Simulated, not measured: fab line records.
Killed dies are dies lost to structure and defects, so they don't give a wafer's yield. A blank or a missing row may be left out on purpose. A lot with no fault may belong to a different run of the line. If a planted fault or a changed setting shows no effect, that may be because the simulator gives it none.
What tool caused it? | flow rit_cmos | Sampling: 7 lots, 21 wafers, 2 of 202 route steps

## WHAT THE GAUGES SHOWED, per wafer
RIT_PLDD_OVL_MEAS_06.
lot  | measured    | on         | PLDD_OVL (nm)
L232 | day 3 14:05 | overlay-01 | 1.5 -0.2 0.5
L235 | day 4 06:12 | overlay-02 | -1.6 0.6 0.9
L238 | day 4 18:23 | overlay-02 | 0.3 1.1 -0.1
L241 | day 5 08:12 | overlay-02 | - - -
L246 | day 6 08:29 | overlay-02 | -1.4 -0.6 -0.2
L249 | day 6 22:38 | overlay-02 | -0.9 1.1 1.0
L253 | day 8 05:17 | overlay-01 | 1.0 2.6 1.4

## WHAT TOOL EACH LOT RAN ON (gives the tool, then ch and the chambers of the sampled wafers, and finally the start)
lot  | RIT_PLDD_COAT_01
L232 | litho_track-01 ch 0, day 3 13:12
L235 | litho_track-01 ch 0, day 4 05:31
L238 | litho_track-03 ch 0, day 4 17:35
L241 | litho_track-04, day 5 07:25
L246 | litho_track-04 ch 0, day 6 07:43
L249 | litho_track-04 ch 0, day 6 21:41
L253 | litho_track-03 ch 0, day 8 04:36
- RIT_PLDD_COAT_01: resist thk 1000 nm.

## THE ANSWER, worked out from the rows above alone
Rule: usual is defined by the lots themselves. Put in order of their means at a reading, lots are off if they are a third of the lots or fewer, leave a main group of 4 or more, and stand apart from it by a gap of 3 or more times the standard deviation of the main group's means; of several such gaps the widest counts. The tables above print the reading to a certain number of digits; a main group whose means all agree to those digits is not used. A lot without any number at a reading at which 4 lots or more have one is off too. Where the step has rows for the other lots, those lots are counted as sound.
Off: L241, seen at RIT_PLDD_OVL_MEAS_06 (PLDD_OVL). Without a number there: L241. Main group: mean 0.4 nm, sd 0.72.
If a tool, at a process step before that reading, ran all the lots that are off and no sound lot after the first of them, it fits. Those tools and the gauges at RIT_PLDD_OVL_MEAS_06 are tried in the same way. Not one of the candidates tried fits.

## WHAT THE SIMULATOR PUT IN
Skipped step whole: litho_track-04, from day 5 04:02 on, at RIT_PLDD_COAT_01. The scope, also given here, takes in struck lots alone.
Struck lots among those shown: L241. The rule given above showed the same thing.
